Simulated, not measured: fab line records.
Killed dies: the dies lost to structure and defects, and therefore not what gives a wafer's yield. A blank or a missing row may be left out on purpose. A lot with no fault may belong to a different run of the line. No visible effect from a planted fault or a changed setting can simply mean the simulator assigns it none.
fab line records	flow rit_cmos
record: lots: 7	wafers: 21	last_day: 7
route steps=202 shown ACTIVE@19 FOX1@20 FOX2@23 NWELL@28 M1@202
lots that met no fault: taken from a fault-free run of the same line
start_h: start of the lot's first displayed wafer, in hours after the record's first day	wait_h: time in hours since the lot's previous step	" as in the row above	L1.1+2: a single row standing in for several wafers	- no value present, or no start provided	* or withheld: withheld	< > ~ a bound
route shown NAME@n: names a module that has steps shown in the file, with the first one's number in the route	usual: mean and standard deviation over wafers with no fault	same: alike in all rows	chamber/n: place in a boat	sites: the reading at each site	_std_site: their standard deviation	_edge_site: the outer-site mean with the inner-site mean subtracted	radius_mm: how far each site lies from the wafer's centre	mask NAME#n: copy n	behind: tool/chamber where the wafer was last shaped	hold: what put the lot on hold/how long, in hours/how the hold closed	device: transistor that didn't switch, given as n, p or np	end of line: at the end of the route, the tests of the same wafers	where a step has no rows: the recipe by itself	killed: count of dies lost to structure and defects at first sort (not the wafer's yield)	map: dies across one wafer; x = killed, . = not, _ = none there
set.NAME: the setting the step ran with; set.NAME@STEP: the setting that earlier step ran with	model.NAME: the simulator's own value behind a step, which no gauge read
lots at some steps of the route; a table a step, a row a wafer
services: from which hour (start_h, from the record's first day; less than 0 if before it) a tool's chamber was out of use, for how many hours, and why
== steps ==
step: RIT_ACTIVE_CLEAN_17
recipe: chemistry: SC2	mix: 3:3:50	time_s: 600	temp_c: 75	dry: n2_spin
step: RIT_FOX1_OXIDATION_00
recipe: temp_c: 1100	ambient: H2O	target_thk_a: 3507	p_h2o_torr: 720	ox_time_s: 1130
step: RIT_FOX1_THK_MEAS_01
recipe: reads: SiO2_of_FOX1_OXIDATION_00
usual: FOX1_OXIDE_THK: 352/7.4
lot.wafer	tool	chamber	start_h	wait_h	FOX1_OXIDE_THK[nm]
L345.1	film_metro-01	-	17.18	0.0	342
L345.4	"	-	"	"	339
L345.6	"	-	"	"	342
L350.1	film_metro-01	-	41.82	0.0	348
L350.5	"	-	"	"	353
L350.6	"	-	"	"	345
L354.2	film_metro-01	-	62.69	0.0	353
L354.4	"	-	"	"	353
L354.5	"	-	"	"	355
L355.4	film_metro-03	-	66.86	0.0	360
L355.5	"	-	"	"	356
L355.6	"	-	"	"	365
L359.1	film_metro-01	-	87.21	0.0	364
L359.2	"	-	"	"	361
L359.6	"	-	"	"	368
L365.2	film_metro-03	-	117.82	0.0	358
L365.5	"	-	"	"	358
L365.6	"	-	"	"	359
L366.1	film_metro-04	-	122.65	0.0	345
L366.2	"	-	"	"	351
L366.6	"	-	"	"	349
step: RIT_FOX1_WET_ETCH_02
recipe: chemistry: BOE	target_depth_nm: 350	time_s: 390	temp_c: 21.5	dry: n2_spin	dilution: 10:1	target: SiO2
step: RIT_FOX2_OXIDATION_00
recipe: temp_c: 1100	ambient: H2O	target_thk_a: 3507	p_h2o_torr: 720	ox_time_s: 1130
step: RIT_FOX2_THK_MEAS_01
recipe: reads: SiO2_of_FOX2_OXIDATION_00
usual: FOX2_OXIDE_THK: 352/5.7
lot.wafer	tool	chamber	start_h	wait_h	FOX2_OXIDE_THK[nm]
L345.1	film_metro-01	-	18.67	0.0	359
L345.4	"	-	"	"	356
L345.6	"	-	"	"	350
L350.1	film_metro-03	-	43.31	0.0	344
L350.5	"	-	"	"	345
L350.6	"	-	"	"	349
L354.2	film_metro-01	-	64.20	0.0	361
L354.4	"	-	"	"	357
L354.5	"	-	"	"	357
L355.4	film_metro-03	-	68.40	0.0	345
L355.5	"	-	"	"	344
L355.6	"	-	"	"	348
L359.1	film_metro-03	-	88.70	0.0	344
L359.2	"	-	"	"	350
L359.6	"	-	"	"	346
L365.2	film_metro-03	-	119.31	0.0	360
L365.5	"	-	"	"	361
L365.6	"	-	"	"	359
L366.1	film_metro-01	-	124.17	0.0	353
L366.2	"	-	"	"	353
L366.6	"	-	"	"	356
step: RIT_FOX2_CLEAN_02
recipe: chemistry: dHF	dilution: 50:1	time_s: 180
step: RIT_FOX2_WET_ETCH_03
recipe: chemistry: H3PO4	target: Si3N4	target_depth_nm: 195	temp_c: 165	time_s: 2700
step: RIT_FOX2_THK_MEAS_90
recipe: reads: SiO2_of_FOX2_OXIDATION_00
usual: FIELD_OXIDE_LEFT_1_THK: 325/5.7
lot.wafer	tool	chamber	start_h	wait_h	FIELD_OXIDE_LEFT_1_THK[nm]
L345.1	film_metro-01	-	19.55	0.0	332
L345.4	"	-	"	"	329
L345.6	"	-	"	"	323
L350.1	film_metro-03	-	44.19	0.0	317
L350.5	"	-	"	"	318
L350.6	"	-	"	"	322
L354.2	film_metro-01	-	65.08	0.0	333
L354.4	"	-	"	"	329
L354.5	"	-	"	"	330
L355.4	film_metro-03	-	69.27	0.0	318
L355.5	"	-	"	"	316
L355.6	"	-	"	"	320
L359.1	film_metro-01	-	89.58	0.0	316
L359.2	"	-	"	"	322
L359.6	"	-	"	"	318
L365.2	film_metro-03	-	120.34	0.0	333
L365.5	"	-	"	"	334
L365.6	"	-	"	"	332
L366.1	film_metro-01	-	125.11	0.0	325
L366.2	"	-	"	"	325
L366.6	"	-	"	"	328
step: RIT_NWELL_HMDS_00
recipe: prime_time_s: 60	prime_temp_c: 140
step: RIT_NWELL_COAT_01
recipe: resist: NOVOLAK	spin_rpm: 2000	resist_thk_nm: 1300
step: RIT_NWELL_SOFTBAKE_02
recipe: resist: NOVOLAK	temp_c: 90	time_s: 60
step: RIT_NWELL_EXPOSE_03
recipe: mask_id: M2	na: 0.57	target_cd_nm: 43900	dose_mj: 250
usual: exposure_dose_mJ_cm2: 249.99/0.25
same: na: 0.57
lot.wafer	tool	chamber	start_h	wait_h	mask	exposure_dose_mJ_cm2	model.NWELL.overlay_x_nm
L345.1	iline_stepper-02	0	20.18	0.2	M2#0	250.15	0.06508
L345.4	"	0	"	"	M2#0	249.97	0.06508
L345.6	"	0	"	"	M2#0	250.16	0.06508
L350.1	iline_stepper-01	0	44.89	0.3	M2#0	250.37	-0.5106
L350.5	"	0	"	"	M2#0	250.07	-0.5106
L350.6	"	0	"	"	M2#0	250.22	-0.5106
L354.2	iline_stepper-01	0	65.77	0.2	M2#0	250.03	-300.4
L354.4	"	0	"	"	M2#0	250.18	-300.4
L354.5	"	0	"	"	M2#0	250.13	-300.4
L355.4	iline_stepper-01	0	69.81	0.1	M2#0	250.04	-300.1
L355.5	"	0	"	"	M2#0	250.10	-300.1
L355.6	"	0	"	"	M2#0	249.91	-300.1
L359.1	iline_stepper-01	0	90.22	0.2	M2#0	250.11	-299
L359.2	"	0	"	"	M2#0	250.18	-299
L359.6	"	0	"	"	M2#0	249.97	-299
L365.2	iline_stepper-02	0	120.98	0.2	M2#0	249.87	-0.01224
L365.5	"	0	"	"	M2#0	249.70	-0.01224
L365.6	"	0	"	"	M2#0	250.30	-0.01224
L366.1	iline_stepper-02	0	125.62	0.1	M2#0	250.25	-0.2375
L366.2	"	0	"	"	M2#0	250.12	-0.2375
L366.6	"	0	"	"	M2#0	249.97	-0.2375
step: RIT_NWELL_PEB_04
recipe: resist: NOVOLAK	temp_c: withheld	time_s: withheld
step: RIT_NWELL_DEVELOP_05
recipe: resist: NOVOLAK	develop_time_s: 68	dev_temp_c: 23
step: RIT_NWELL_OVL_MEAS_06
usual: NWELL_OVL: 1.1/1.3
lot.wafer	tool	chamber	start_h	wait_h	NWELL_OVL[nm]
L345.1	overlay-02	-	20.61	-	0.2
L345.4	"	-	"	"	0.9
L345.6	"	-	"	"	2.3
L350.1	overlay-02	-	45.39	-	2.3
L350.5	"	-	"	"	1.2
L350.6	"	-	"	"	3.2
L354.2	overlay-02	-	66.24	-	-301.7
L354.4	"	-	"	"	-299.5
L354.5	"	-	"	"	-299.5
L355.4	overlay-01	-	70.20	-	-297.5
L355.5	"	-	"	"	-299.3
L355.6	"	-	"	"	-298.5
L359.1	overlay-01	-	90.65	-	-296.4
L359.2	"	-	"	"	-298.7
L359.6	"	-	"	"	-298.2
L365.2	overlay-02	-	121.40	-	0.3
L365.5	"	-	"	"	0.1
L365.6	"	-	"	"	0.8
L366.1	overlay-01	-	126.05	-	-1.4
L366.2	"	-	"	"	-1.1
L366.6	"	-	"	"	1.0
step: RIT_NWELL_HARDBAKE_07
recipe: resist: NOVOLAK	temp_c: 140	time_s: 120
step: RIT_M1_PROBE_99
usual: killed_at_contacts: 0.1/0.3	killed_at_front_end: 7.1/3	killed_dies: 7.3/3	killed_open: 3.6/2	killed_short: 3.5/1.9
same: gross_dies: 264	killed_at_M0_to_M3: 0	killed_at_M4_up: 0	killed_at_back_side: 0	killed_at_other: 0
lot.wafer	tool	chamber	start_h	wait_h	killed_at_contacts	killed_at_front_end	killed_dies	killed_open	killed_short	model.etest.well_edge_right.line_ohm_um	model.etest.well_edge_left.line_ohm_um
L345.1	prober-01	-	56.91	0.1	0	8	8	4	3	181.4	181.1
L345.4	prober-01	-	57.06	0.2	0	17	17	8	8	184.1	181.3
L345.6	prober-01	-	57.16	0.2	0	7	7	1	6	180.8	183.7
L350.1	prober-02	-	81.15	0.1	0	9	9	3	6	180.2	182.5
L350.5	prober-02	-	81.35	0.2	0	9	9	6	3	181.2	180.2
L350.6	prober-02	-	81.40	0.2	0	4	4	2	2	180.5	184.5
L354.2	prober-02	-	102.26	0.1	0	7	7	3	4	203	168.9
L354.4	prober-02	-	102.36	0.2	0	6	6	5	1	197.1	169.7
L354.5	prober-02	-	102.41	0.2	0	7	7	3	4	199.6	170.7
L355.4	prober-01	-	108.64	0.2	0	6	6	3	3	201.1	174.4
L355.5	prober-01	-	108.69	0.2	0	9	9	5	4	202	173
L355.6	prober-01	-	108.74	0.2	0	12	12	8	4	203.2	171.7
L359.1	prober-01	-	128.67	0.1	0	7	7	4	3	201.6	169.4
L359.2	prober-01	-	128.72	0.1	0	9	9	5	4	202.6	170.5
L359.6	prober-01	-	128.92	0.2	0	8	8	3	5	200	171.2
L365.2	prober-01	-	157.76	0.1	0	8	8	5	3	181	180.6
L365.5	prober-01	-	157.91	0.2	0	8	8	4	4	179.7	178.5
L365.6	prober-01	-	157.96	0.2	0	8	8	2	6	181.9	183.6
L366.1	prober-02	-	161.63	0.1	0	8	8	5	3	182.7	185
L366.2	prober-02	-	161.68	0.1	0	5	5	3	2	181.5	182.3
L366.6	prober-02	-	161.88	0.2	1	13	14	8	6	182.6	182.8
killed by level:class
L345.1 GATE:geometric_particle:short=2 GATE:geometric_particle:open=2 FOX2:geometric_particle:open=1 FOX2:geometric_particle:short=1 GATE:coat_microbubble_printed=1 REOX:geometric_particle:open=1
L345.4 REOX:geometric_particle:short=3 FOX2:geometric_particle:open=2 GATE:geometric_particle:short=2 SPACER:geometric_particle:short=2 REOX:geometric_particle:open=2 SPACER:geometric_particle:open=2 FOX1:geometric_particle:open=1 GATE:geometric_particle:open=1
L345.6 GATE:geometric_particle:short=3 SPACER:geometric_particle:short=2 FOX2:geometric_particle:open=1 REOX:geometric_particle:short=1
L350.1 GATE:geometric_particle:short=2 GATE:geometric_particle:open=2 SILICIDE:geometric_particle:short=2 FOX1:geometric_particle:short=1 FOX2:geometric_particle:open=1 REOX:geometric_particle:short=1
L350.5 GATE:geometric_particle:open=3 REOX:geometric_particle:open=2 FOX1:geometric_particle:short=1 FOX2:geometric_particle:short=1 GATE:geometric_particle:short=1 SILICIDE:geometric_particle:open=1
L350.6 GATE:geometric_particle:open=2 GATE:geometric_particle:short=2
L354.2 GATE:geometric_particle:short=3 FOX2:geometric_particle:short=1 FOX2:geometric_particle:open=1 SILICIDE:geometric_particle:open=1 SPACER:geometric_particle:open=1
L354.4 SPACER:geometric_particle:open=4 FOX1:geometric_particle:open=1 GATE:geometric_particle:short=1
L354.5 FOX1:geometric_particle:short=2 GATE:geometric_particle:open=1 GATE:geometric_particle:short=1 SPACER:geometric_particle:open=1 SILICIDE:geometric_particle:open=1 SILICIDE:geometric_particle:short=1
L355.4 SILICIDE:geometric_particle:open=2 SILICIDE:geometric_particle:short=2 FOX1:geometric_particle:open=1 GATE:geometric_particle:short=1
L355.5 SILICIDE:geometric_particle:open=3 FOX1:geometric_particle:short=1 FOX1:geometric_particle:open=1 GATE:geometric_particle:short=1 REOX:geometric_particle:open=1 REOX:geometric_particle:short=1 SPACER:geometric_particle:short=1
L355.6 REOX:geometric_particle:open=3 SILICIDE:geometric_particle:open=3 SILICIDE:geometric_particle:short=2 FOX1:geometric_particle:short=1 GATE:geometric_particle:open=1 REOX:geometric_particle:short=1 SPACER:geometric_particle:open=1
L359.1 SPACER:geometric_particle:short=2 FOX1:geometric_particle:open=1 GATE:geometric_particle:short=1 GATE:geometric_particle:open=1 REOX:geometric_particle:open=1 SPACER:geometric_particle:open=1
L359.2 SPACER:geometric_particle:short=3 FOX2:geometric_particle:open=2 FOX1:geometric_particle:open=1 GATE:geometric_particle:short=1 REOX:geometric_particle:open=1 SPACER:geometric_particle:open=1
L359.6 SPACER:geometric_particle:open=3 SPACER:geometric_particle:short=2 FOX1:geometric_particle:short=1 FOX2:geometric_particle:short=1 GATE:geometric_particle:short=1
L365.2 FOX1:geometric_particle:short=2 FOX2:geometric_particle:open=2 FOX1:geometric_particle:open=1 REOX:geometric_particle:open=1 REOX:geometric_particle:short=1 SILICIDE:geometric_particle:open=1
L365.5 FOX1:geometric_particle:short=2 FOX2:geometric_particle:open=1 GATE:geometric_particle:short=1 GATE:geometric_particle:open=1 REOX:geometric_particle:open=1 SPACER:geometric_particle:open=1 SPACER:geometric_particle:short=1
L365.6 REOX:geometric_particle:short=4 FOX1:geometric_particle:short=1 FOX1:geometric_particle:open=1 GATE:geometric_particle:short=1 REOX:geometric_particle:open=1
L366.1 FOX1:geometric_particle:open=1 FOX1:geometric_particle:short=1 FOX2:geometric_particle:open=1 GATE:geometric_particle:short=1 REOX:geometric_particle:open=1 SPACER:geometric_particle:open=1 SILICIDE:geometric_particle:short=1 SILICIDE:geometric_particle:open=1
L366.2 FOX1:geometric_particle:open=1 GATE:geometric_particle:short=1 GATE:geometric_particle:open=1 SILICIDE:geometric_particle:short=1 SILICIDE:geometric_particle:open=1
L366.6 FOX1:geometric_particle:open=2 GATE:geometric_particle:open=2 GATE:geometric_particle:short=2 REOX:geometric_particle:short=2 SILICIDE:geometric_particle:open=2 ACTIVE:geometric_particle:short=1 FOX1:geometric_particle:short=1 REOX:geometric_particle:open=1
== services ==
tool	chamber	start_h	hours	kind
iline_stepper-02	0	9.49	-	calibration
iline_stepper-01	0	11.32	-	calibration
iline_stepper-02	-	43.30	1.7	pm
iline_stepper-01	-	87.55	1.0	repair
== key ==
first_sign: step: RIT_NWELL_OVL_MEAS_06	reading: NWELL_OVL	direction: down	sigmas: 99+	usual: 1.1	struck: -298.8
effect none on later readings
model_effect: step: RIT_NWELL_EXPOSE_03	value: NWELL.overlay_x_nm	without: 0.162	struck: -299.8
model_effect: step: RIT_M1_PROBE_99	value: etest.well_edge_right.line_ohm_um	without: 182.7	struck: 201.1
met_at RIT_NWELL_EXPOSE_03
struck_wafers L354.2,L354.4,L354.5,L355.4,L355.5,L355.6,L359.1,L359.2,L359.6
tester_left_out L354,L355,L359
onset_between 44.89 65.77
fault: kind: scanner_matching_overlay	tool: iline_stepper-01	chamber: -	onset_h: 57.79	steps: RIT_NWELL_EXPOSE_03	offset: -300
tester_left_out: of these lots the tester's yield and bins aren't shown, on N5 and GAA mostly nor the transistor test; their killed dies are dies lost to structure and defects alone, not to doping, threshold or leakage, so they don't give the yield
